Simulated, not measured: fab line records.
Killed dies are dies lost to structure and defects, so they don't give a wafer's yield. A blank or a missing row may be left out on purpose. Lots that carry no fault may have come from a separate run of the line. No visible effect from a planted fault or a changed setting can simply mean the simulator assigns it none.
fab line records    flow rit_cmos    part 2 of 2: steps 43 to 44 of 44
[record] lots = 7  wafers = 21  last_day = 7
route steps=202 shown PRETRO@72 GATE@75 FOX2@80 REOX@98 NLDD@103 SDANNEAL@155 M1@202
lots with no fault: from the same line, run without faults
start_h: hours from the record's first day to the start of the lot's first wafer shown    wait_h: hours from the lot's prior step to this one    " identical to the entry in the row above    L1.1+2: a single row standing in for several wafers    - no value, or no start was given    * or withheld: withheld    < > ~ a bound
route shown NAME@n: NAME is a module with steps in the file, n the number in the route of the first one    usual: average and standard deviation across the fault-free wafers    same: alike in all rows    chamber/n: place in a boat    sites: each site's reading    _std_site: the values' standard deviation    _edge_site: mean of outer sites minus mean of inner sites    radius_mm: for every site, how far away it sits from the centre of the wafer    mask NAME#n: copy n    behind: tool/chamber where the wafer was last shaped    hold: why the lot went on hold/how many hours it stayed there/how the hold came to an end    device: which transistor (n, p or np) failed to switch    end of line: the same wafers' tests at the end of the route    a step given without rows: its recipe and nothing more    killed: at the first sort, the dies lost to defects and structure; wafer yield is something else    map: shows each die of a wafer: x if killed, . if not, _ if none is there
set.NAME: the setting that was run; set.NAME@STEP: the one run at that earlier step    model.NAME: the simulator's own value behind a step, which no gauge read
certain route steps with their lots: each step a table, each wafer a row
services: a tool's chamber out of use, with start hour (start_h, from the record's first day; less than 0 if before it), hours out, and reason
[[steps]]
[step RIT_SDANNEAL_CLEAN_02]
[recipe] chemistry = SC2  mix = 3:3:50  time_s = 600  temp_c = 75  dry = n2_spin
[usual] bath_guard_temp_C = 74.9/0.35
lot.wafer  tool          chamber  start_h  wait_h  bath_guard_temp_C  model.poly-Si_of_GATE_CVD_08.thk_nm
L459.1     wet_bench-01  3        66.36    0.0     74.7               159.3
L459.2     "             3        "        "       74.7               165.4
L459.4     "             3        "        "       74.6               163.3
L460.4     wet_bench-03  3        73.20    0.0     74.7               162.7
L460.5     "             3        "        "       75.0               161.1
L460.6     "             3        "        "       74.8               162.1
L464.1     wet_bench-04  1        91.04    0.0     75.3               101
L464.2     "             1        "        "       75.6               105.4
L464.5     "             1        "        "       75.4               102
L467.1     wet_bench-03  3        104.08   0.0     74.5               105.5
L467.5     "             3        "        "       74.6               107.4
L467.6     "             3        "        "       74.5               106.3
L466.2     wet_bench-04  1        106.31   0.0     75.4               108.3
L466.3     "             1        "        "       75.6               105.7
L466.5     "             1        "        "       75.8               104.2
L468.2     wet_bench-04  3        109.82   0.0     74.8               161.6
L468.4     "             3        "        "       75.1               163.3
L468.6     "             3        "        "       74.9               163
L480.3     wet_bench-01  1        169.72   0.0     75.1               163.4
L480.4     "             1        "        "       75.0               165.1
L480.5     "             1        "        "       75.0               164.7
[step RIT_M1_PROBE_99]
[usual] killed_at_contacts = 0.0/0.18  killed_at_front_end = 7/3  killed_dies = 7/3  killed_open = 3.6/1.9  killed_short = 3.2/1.8
[same] gross_dies = 264  killed_at_M0_to_M3 = 0  killed_at_M4_up = 0  killed_at_back_side = 0  killed_at_other = 0
lot.wafer  tool       chamber  start_h  wait_h  killed_at_contacts  killed_at_front_end  killed_dies  killed_open  killed_short  model.etest.pmos_turned.r_on_ohm_um  model.etest.nmos_0p3.r_on_ohm_um  model.etest.nmos_turned.drive_ua_um  model.etest.pmos_turned.drive_ua_um  model.etest.nmos_0p15.drive_ua_um  model.etest.nmos_narrow.drive_ua_um  model.etest.nmos_0p3.drive_ua_um  model.etest.ppoly_line.rs_ohm_sq
L459.1     prober-01  -        74.13    0.1     0                   7                    7            3            4             3495                                 2141                              320.6                                183.6                                464.5                              222.3                                224.9                             16.77
L459.2     prober-01  -        74.18    0.1     0                   3                    3            2            1             3376                                 2096                              329.5                                191.2                                479.7                              224.9                                227                               16.48
L459.4     prober-01  -        74.28    0.2     0                   6                    6            3            3             3431                                 2139                              317.5                                184.9                                471.6                              221.7                                222.6                             16.64
L460.4     prober-01  -        81.00    0.2     0                   8                    8            2            6             3680                                 2192                              321.6                                173.9                                457                                219.2                                218.1                             16.42
L460.5     prober-01  -        81.05    0.2     0                   10                   10           5            5             3720                                 2242                              321.9                                173.9                                446.2                              213.2                                211.8                             16.53
L460.6     prober-01  -        81.10    0.2     0                   9                    9            4            5             3788                                 2250                              314.6                                170.2                                433.8                              211                                  212.9                             16.18
L464.1     prober-01  -        98.67    0.1     0                   14                   14           7            7             -                                    -                                 -                                    -                                    -                                  -                                    -                                 -
L464.2     prober-01  -        98.72    0.1     0                   8                    8            5            3             -                                    -                                 -                                    -                                    -                                  -                                    -                                 -
L464.5     prober-01  -        98.87    0.2     0                   5                    5            1            4             -                                    -                                 -                                    -                                    -                                  -                                    -                                 -
L467.1     prober-01  -        112.01   0.1     0                   11                   11           5            6             2950                                 2049                              424.6                                233.2                                501.2                              243.8                                238.6                             16.91
L467.5     prober-01  -        112.21   0.2     0                   7                    7            3            4             2959                                 2061                              423.6                                232.2                                502.3                              244                                  238.5                             17.09
L467.6     prober-01  -        112.26   0.2     0                   7                    7            3            4             2924                                 2066                              424.3                                240.9                                513.5                              245.5                                242.4                             17.09
L466.2     prober-02  -        114.10   0.1     0                   14                   14           7            7             2878                                 2002                              429.5                                238.3                                512.3                              243.3                                241.4                             17.14
L466.3     prober-02  -        114.15   0.2     0                   8                    8            4            4             -                                    -                                 -                                    -                                    -                                  -                                    -                                 -
L466.5     prober-02  -        114.25   0.2     0                   9                    9            6            3             -                                    -                                 -                                    -                                    -                                  -                                    -                                 -
L468.2     prober-01  -        117.53   0.1     0                   5                    5            3            2             3385                                 2144                              322.5                                196                                  474.5                              237.2                                231.9                             16.31
L468.4     prober-01  -        117.63   0.2     0                   7                    7            5            2             3358                                 2126                              330.2                                194.6                                471.4                              233.1                                229.4                             16.32
L468.6     prober-01  -        117.73   0.2     1                   6                    7            2            5             3491                                 2180                              313.5                                187.2                                459.4                              231.9                                225.7                             16.42
L480.3     prober-01  -        177.76   0.2     0                   2                    2            1            1             3393                                 2108                              326.7                                191.2                                483.5                              237.3                                231                               16.46
L480.4     prober-01  -        177.81   0.2     0                   8                    8            4            4             3267                                 2052                              336.6                                198.3                                490.4                              237.2                                229.7                             16.22
L480.5     prober-01  -        177.86   0.2     0                   4                    4            2            2             3228                                 2071                              343.7                                202.2                                491.7                              233.9                                230                               16.25
// killed by level:class
L459.1 GATE:geometric_particle:short=2 SILICIDE:geometric_particle:short=2 FOX1:geometric_particle:open=1 REOX:geometric_particle:open=1 SILICIDE:geometric_particle:open=1
L459.2 FOX2:geometric_particle:open=1 REOX:geometric_particle:open=1 REOX:geometric_particle:short=1
L459.4 SPACER:geometric_particle:short=2 SPACER:geometric_particle:open=2 REOX:geometric_particle:open=1 REOX:geometric_particle:short=1
L460.4 GATE:geometric_particle:short=5 FOX1:geometric_particle:short=1 FOX2:geometric_particle:open=1 GATE:geometric_particle:open=1
L460.5 SILICIDE:geometric_particle:short=3 FOX1:geometric_particle:open=2 REOX:geometric_particle:short=2 REOX:geometric_particle:open=2 GATE:geometric_particle:open=1
L460.6 FOX1:geometric_particle:open=2 REOX:geometric_particle:open=2 REOX:geometric_particle:short=2 FOX2:geometric_particle:short=1 GATE:geometric_particle:short=1 SPACER:geometric_particle:short=1
L464.1 GATE:geometric_particle:open=4 SPACER:geometric_particle:short=3 GATE:geometric_particle:short=2 SPACER:geometric_particle:open=2 REOX:geometric_particle:short=1 SILICIDE:geometric_particle:open=1 SILICIDE:geometric_particle:short=1
L464.2 FOX1:geometric_particle:open=3 SPACER:geometric_particle:short=2 FOX1:geometric_particle:short=1 GATE:geometric_particle:open=1 SPACER:geometric_particle:open=1
L464.5 SILICIDE:geometric_particle:short=3 FOX2:geometric_particle:short=1 SPACER:geometric_particle:open=1
L467.1 FOX2:geometric_particle:short=3 GATE:geometric_particle:short=3 GATE:geometric_particle:open=3 REOX:geometric_particle:open=1 SILICIDE:geometric_particle:open=1
L467.5 GATE:geometric_particle:short=3 GATE:geometric_particle:open=2 REOX:geometric_particle:open=1 SILICIDE:geometric_particle:short=1
L467.6 GATE:geometric_particle:short=2 GATE:geometric_particle:open=2 SILICIDE:geometric_particle:short=2 REOX:geometric_particle:open=1
L466.2 GATE:geometric_particle:short=4 GATE:geometric_particle:open=2 REOX:geometric_particle:open=2 SPACER:geometric_particle:short=2 FOX1:geometric_particle:open=1 FOX2:geometric_particle:open=1 SPACER:geometric_particle:open=1 STARTING-WAFER:geometric_particle:short=1
L466.3 GATE:geometric_particle:short=2 FOX1:geometric_particle:open=1 FOX2:geometric_particle:open=1 GATE:geometric_particle:open=1 REOX:geometric_particle:short=1 REOX:geometric_particle:open=1 SILICIDE:geometric_particle:short=1
L466.5 REOX:geometric_particle:open=2 REOX:geometric_particle:short=2 SPACER:geometric_particle:open=2 GATE:geometric_particle:open=1 GATE:geometric_particle:short=1 SILICIDE:geometric_particle:open=1
L468.2 GATE:geometric_particle:short=2 GATE:geometric_particle:open=2 SPACER:geometric_particle:open=1
L468.4 FOX1:geometric_particle:open=2 GATE:geometric_particle:open=2 FOX1:geometric_particle:short=1 GATE:geometric_particle:short=1 SPACER:geometric_particle:open=1
L468.6 GATE:geometric_particle:short=2 SILICIDE:geometric_particle:open=2 SPACER:geometric_particle:short=1 SILICIDE:geometric_particle:short=1 CONTACT:geometric_particle:short=1
L480.3 FOX2:geometric_particle:open=1 GATE:geometric_particle:short=1
L480.4 GATE:geometric_particle:short=3 GATE:geometric_particle:open=2 FOX2:geometric_particle:open=1 REOX:geometric_particle:open=1 SILICIDE:geometric_particle:short=1
L480.5 GATE:geometric_particle:open=1 REOX:geometric_particle:short=1 REOX:geometric_particle:open=1 SPACER:geometric_particle:short=1
[[services]]
tool             chamber  start_h  hours  kind
rie_si-02        2        33.89    4.1    repair
lpcvd-02         -        37.67    1.7    repair
rie_si-01        -        55.05    0.1    repair
plasma_asher-04  -        73.26    1.3    repair
rie_si-02        0        94.99    -      clean
rie_si-02        0        94.99    17.5   scheduled_down
rie_si-02        0        94.99    17.5   vent_cycle
plasma_asher-03  -        108.75   9.0    pm
plasma_asher-03  0        108.75   9.0    vent_cycle
plasma_asher-03  1        108.75   9.0    vent_cycle
rie_si-02        1        112.48   -      clean
rie_si-02        1        112.48   22.1   scheduled_down
rie_si-02        1        112.48   22.1   vent_cycle
wet_bench-04     -        114.46   6.0    repair
plasma_asher-03  0        117.75   -      clean
plasma_asher-03  1        117.75   -      clean
plasma_asher-04  -        131.30   3.8    repair
rie_si-01        -        133.55   2.8    pm
plasma_asher-02  -        153.93   14.6   pm
plasma_asher-04  -        157.03   1.3    repair
[[key]]
[first_sign] step = RIT_GATE_CVD_08  reading = spike_tc_load_C  direction = down  sigmas = 6.8  usual = 633.8  struck = 622.8
[effect] step = RIT_GATE_CVD_08  reading = spike_tc_centre_C  direction = down  sigmas = 6.1  usual = 612.0  struck = 602.3
[effect] step = RIT_GATE_THK_MEAS_09  reading = GATE_POLY_THK  direction = down  sigmas = 24  usual = 249.8  struck = 193.8
[effect] step = RIT_GATE_ETCH_19  reading = oes_product_au  direction = down  sigmas = 9.1  usual = 0.849  struck = 0.715
[model_effect] step = RIT_GATE_CVD_08  value = poly-Si_of_GATE_CVD_08.thk_nm  without = 247.2  struck = 193.7
[model_effect] step = RIT_GATE_ETCH_19  value = GATE.feature_depth_nm  without = 247.2  struck = 193.7
[model_effect] step = RIT_SDANNEAL_CLEAN_02  value = poly-Si_of_GATE_CVD_08.thk_nm  without = 158.6  struck = 105.1
[model_effect] step = RIT_M1_PROBE_99  value = etest.pmos_turned.r_on_ohm_um  without = 3275  struck = 2928
met_at RIT_GATE_CVD_08
struck_wafers L464.1,L464.2,L464.5,L466.2,L466.3,L466.5,L467.1,L467.5,L467.6
tester_left_out L464,L466,L467
onset_between 50.39 74.30
[fault] kind = process_parameter_drift  tool = lpcvd-02  chamber = -  onset_h = 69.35  steps = RIT_GATE_CVD_08  channel = temp_c  offset = *  shape = step  end_h = 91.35  acts_in = *  stated = *
// tester_left_out: of these lots the tester's yield and bins aren't shown, on N5 and GAA mostly nor the transistor test; their killed dies are dies lost to structure and defects alone, not to doping, threshold or leakage, so they don't give the yield
